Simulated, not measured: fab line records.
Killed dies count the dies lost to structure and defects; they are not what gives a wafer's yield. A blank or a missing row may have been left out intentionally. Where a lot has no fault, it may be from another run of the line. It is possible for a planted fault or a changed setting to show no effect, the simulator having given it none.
Matching of chambers    flow berkeley_cmos170    UCB170_ZERO_ETCH_06 on rie_diel-01 has 4 sister chambers
The step etches SiO2 in CHF3/CF4/Ar, time 12 s. 14 wafers are shown with their chamber, then 7 later ones without.

== EACH WAFER AND ITS CHAMBER ==
wafer   chamber  throttle_valve_pct (%)  drypump_motor_current_A (A)  oes_product_au (a.u.)
L281.2  2        9.29                    5.3                          0.626
L281.3  0        9.20                    5.0                          0.621
L281.4  1        9.59                    5.6                          0.623
L282.2  0        9.19                    5.0                          0.627
L282.5  2        9.28                    5.3                          0.629
L282.6  3        9.20                    5.3                          0.617
L284.1  1        9.58                    5.6                          0.630
L284.2  3        9.21                    5.3                          0.608
L284.6  3        9.20                    5.3                          0.611
L289.1  1        9.57                    5.6                          0.619
L289.4  1        9.58                    5.6                          0.620
L289.6  2        9.28                    5.4                          0.625
L295.1  0        9.21                    5.0                          0.619
L295.5  2        9.28                    5.3                          0.622

SIGNATURES (means of the wafers above)
reading                  chamber 0  chamber 1  chamber 2  chamber 3  scatter within a chamber
throttle_valve_pct       9.2000     9.5800     9.2825     9.2033     0.00736
drypump_motor_current_A  5.000      5.600      5.325      5.300      0.0274
oes_product_au           0.62233    0.62300    0.62550    0.61200    0.00419
Rule: a wafer's distance from a chamber is the root of the sum, over the readings, of the square of ((its reading less the chamber's mean) divided by the reading's scatter). The wafer belongs to the nearest chamber; if the next one is less than 2 further off, it can't be placed. How the scatter is found: for the shown wafers, subtract from each reading the mean of its chamber, square and add these, divide the total by (wafers less chambers), then take the root.

== WAFERS MISSING THEIR CHAMBER ==
wafer   throttle_valve_pct (%)  drypump_motor_current_A (A)  oes_product_au (a.u.)
L295.6  9.55                    5.6                          0.625
L298.1  9.58                    5.6                          0.622
L298.3  9.21                    5.0                          0.619
L298.6  9.30                    5.4                          0.608
L299.2  9.21                    5.3                          0.607
L299.4  9.59                    5.6                          0.620
L299.5  9.28                    5.3                          0.616

== WHICH CHAMBER EACH WENT THROUGH ==
wafer   from the rows above  in truth
L295.6  1                    1
L298.1  1                    1
L298.3  0                    0
L298.6  2                    2
L299.2  3                    3
L299.4  1                    1
L299.5  2                    2
7 of 7 placed correctly. Not placeable from these rows: 0. 0 placed wrongly.
